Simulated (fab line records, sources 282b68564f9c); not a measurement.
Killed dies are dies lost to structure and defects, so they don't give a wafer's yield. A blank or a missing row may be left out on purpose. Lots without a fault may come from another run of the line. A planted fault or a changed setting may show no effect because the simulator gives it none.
fab line records | flow rit_cmos
record lots=6 wafers=18 last_day=7
route steps=202 shown NWELL@32 PWELL@39
lots that met no fault: from a run of the same line without faults
start_h: hours from the record's first day to the start of the lot's first wafer shown | wait_h: hours since the lot's step before | " the same as in the row above | L1.1+2: a row that stands for several wafers | - no value, or no start given | * or withheld: withheld | < > ~ a bound
route shown NAME@n: a module of which the file shows steps, and the number in the route of the first | usual: mean/standard deviation of fault-free wafers | same: alike in all rows | chamber/n: place in a boat | sites: the reading at each site | _std_site: their standard deviation | _edge_site: outer sites' mean less inner sites' | radius_mm: how far each site lies from the wafer's centre | mask NAME#n: copy n | behind: the tool/chamber that last shaped the wafer | hold: why the lot was held/for how many hours/how that ended | device: the transistor (n, p or np) that didn't switch | end of line: the same wafers' tests at the end of the route | a step without rows: its recipe alone | killed: dies lost to structure and defects at the first sort, not the wafer's yield | map: a wafer's dies, x killed, . not, _ none there
set.NAME: the setting as run; set.NAME@STEP: as run at that earlier step | model.NAME: the simulator's own value behind a step, which no gauge read
lots at some steps of the route; a table a step, a row a wafer
services: from which hour (start_h, from the record's first day; less than 0 if before it) a tool's chamber was out of use, for how many hours, and why
## steps
# step RIT_NWELL_PEB_04
# recipe resist=NOVOLAK temp_c=withheld time_s=withheld
# step RIT_NWELL_DEVELOP_05
# recipe resist=NOVOLAK develop_time_s=68 dev_temp_c=23
# step RIT_NWELL_OVL_MEAS_06
# usual NWELL_OVL=0.9/1.5
# columns lot.wafer tool chamber start_h wait_h NWELL_OVL[nm]
L905.2 overlay-01 - 22.57 - -0.7
L905.3 " - " " -1.6
L905.6 " - " " -3.4
L919.2 overlay-02 - 93.95 - 1.7
L919.3 " - " " 2.8
L919.4 " - " " 1.7
L920.2 overlay-01 - 96.88 - 2.2
L920.3 " - " " 2.8
L920.6 " - " " 3.0
L921.1 overlay-02 - 101.87 - 4.0
L921.5 " - " " 2.6
L921.6 " - " " 2.1
L927.2 overlay-01 - 132.54 - -0.6
L927.5 " - " " 0.6
L927.6 " - " " -0.5
L928.1 overlay-01 - 136.26 - 0.2
L928.2 " - " " 1.7
L928.3 " - " " 0.2
# step RIT_NWELL_HARDBAKE_07
# recipe resist=NOVOLAK temp_c=140 time_s=120
# step RIT_NWELL_IMPLANT_08
# recipe species=P energy_kev=170 dose_cm2=5e+13 tilt_deg=7
# step RIT_NWELL_STRIP_09
# recipe chemistry=O2 time_s=180 resist=NOVOLAK platen_temp_c=withheld power_w=500 pressure_mtorr=4000 o2_flow_sccm=4000
# usual drypump_motor_current_A=5.6/0.38
# same time_s=180
# columns lot.wafer tool chamber start_h wait_h drypump_motor_current_A rf_hours_counter_h
L905.2 plasma_asher-02 1 23.00 0.1 5.5 36
L905.3 " 1 " " 5.4 -
L905.6 " 1 " " 5.4 -
L919.2 plasma_asher-04 1 94.38 0.1 5.7 30
L919.3 " 0 " " 5.3 -
L919.4 " 1 " " 5.7 -
L920.2 plasma_asher-01 1 97.31 0.1 5.5 45
L920.3 " 0 " " 5.4 -
L920.6 " 0 " " 5.4 -
L921.1 plasma_asher-04 0 102.30 0.1 5.3 31
L921.5 " 0 " " 5.3 -
L921.6 " 1 " " 5.7 -
L927.2 plasma_asher-02 0 132.97 0.1 6.4 48
L927.5 " 1 " " 5.5 -
L927.6 " 0 " " 6.4 -
L928.1 plasma_asher-01 1 136.69 0.1 5.5 2
L928.2 " 0 " " 5.4 2
L928.3 " 0 " " 5.4 -
# step RIT_NWELL_TW_MEAS_10
# usual NWELL_TW=2149/29
# columns lot.wafer tool chamber start_h wait_h NWELL_TW
L905.2 film_metro-03 - 23.18 0.1 2182
L905.3 " - " " 2180
L905.6 " - " " 2182
L919.2 film_metro-02 - 94.56 0.1 2160
L919.3 " - " " 2162
L919.4 " - " " 2155
L920.2 film_metro-02 - 97.50 0.1 2168
L920.3 " - " " 2165
L920.6 " - " " 2172
L921.1 film_metro-02 - 102.48 0.1 2164
L921.5 " - " " 2153
L921.6 " - " " 2172
L927.2 film_metro-03 - 133.15 0.1 2174
L927.5 " - " " 2173
L927.6 " - " " 2182
L928.1 film_metro-02 - 136.87 0.1 2166
L928.2 " - " " 2158
L928.3 " - " " 2178
# step RIT_PWELL_HMDS_00
# recipe prime_time_s=60 prime_temp_c=140
# step RIT_PWELL_COAT_01
# recipe resist=NOVOLAK spin_rpm=1984 resist_thk_nm=1300
# step RIT_PWELL_SOFTBAKE_02
# recipe resist=NOVOLAK temp_c=90 time_s=60
# step RIT_PWELL_EXPOSE_03
# recipe mask_id=M3 na=0.57 target_cd_nm=43700 dose_mj=250
# step RIT_PWELL_PEB_04
# recipe resist=NOVOLAK temp_c=withheld time_s=withheld
# step RIT_PWELL_DEVELOP_05
# recipe resist=NOVOLAK develop_time_s=68 dev_temp_c=23
# usual chill_plate_temp_C=23.02/0.11 develop_time_s=68/0 exhaust_pa=45.1/0.92
# columns lot.wafer tool chamber start_h wait_h chill_plate_temp_C develop_time_s exhaust_pa
L905.2 litho_track-01 0 23 - 23.12 68 45.4
L905.3 " 0 24 - 23.10 68 45.4
L905.6 " 0 " " 23.18 68 43.7
L919.2 litho_track-01 0 95 - 23.07 68 45.0
L919.3 " 0 " " 23.11 68 43.4
L919.4 " 0 " " 22.87 68 45.0
L920.2 litho_track-02 - 98 - - - -
L920.3 " - " " - - -
L920.6 " - " " - - -
L921.1 litho_track-01 - 103 - - - -
L921.5 " - " " - - -
L921.6 " - " " - - -
L927.2 litho_track-01 0 133 - 22.92 68 45.1
L927.5 " 0 134 - 23.07 68 44.7
L927.6 " 0 " " 23.06 68 44.8
L928.1 litho_track-04 0 137 - 23.13 68 43.6
L928.2 " 0 " " 23.01 68 43.1
L928.3 " 0 " " 22.98 68 45.0
# step RIT_PWELL_OVL_MEAS_06
# usual PWELL_OVL=-0.5/1.2
# columns lot.wafer tool chamber start_h wait_h PWELL_OVL[nm]
L905.2 overlay-02 - 24.12 - 1.1
L905.3 " - " " 1.0
L905.6 " - " " 1.4
L919.2 overlay-01 - 95.62 - -0.3
L919.3 " - " " -0.5
L919.4 " - " " 1.3
L920.2 overlay-02 - 98.43 - -
L920.3 " - " " -
L920.6 " - " " -
L921.1 overlay-02 - 103.54 - -
L921.5 " - " " -
L921.6 " - " " -
L927.2 overlay-01 - 134.09 - -0.8
L927.5 " - " " -0.2
L927.6 " - " " -1.6
L928.1 overlay-02 - 137.81 - -1.2
L928.2 " - " " -2.2
L928.3 " - " " -0.9
## services
# columns tool chamber start_h hours kind
plasma_asher-01 - 4.56 2.8 pm
plasma_asher-04 - 5.95 1.3 repair
plasma_asher-01 - 105.73 1.2 repair
plasma_asher-01 - 108.75 9.0 pm
plasma_asher-01 0 108.75 9.0 vent_cycle
plasma_asher-01 1 108.75 9.0 vent_cycle
plasma_asher-01 0 117.75 - clean
plasma_asher-01 1 117.75 - clean
## key
first_sign step=RIT_PWELL_DEVELOP_05 reading=tool_record direction=missing
effect none on later readings
met_at RIT_PWELL_DEVELOP_05
struck_wafers L920.2,L920.3,L920.6,L921.1,L921.5,L921.6
sort_left_out L920.2,L920.3,L920.6,L921.1,L921.5,L921.6
tester_left_out L920,L921
onset_between 95 98
fault kind=skipped_step_whole tool=litho_track-01,litho_track-02 chamber=- onset_h=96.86 steps=RIT_PWELL_DEVELOP_05 scope=struck_lots_only
# tester_left_out: of these lots the tester's yield and bins aren't shown, on N5 and GAA mostly nor the transistor test; their killed dies are dies lost to structure and defects alone, not to doping, threshold or leakage, so they don't give the yield
# sort_left_out: the simulated sort isn't trusted on such a fault, so these wafers' sort isn't shown, and their yield isn't known
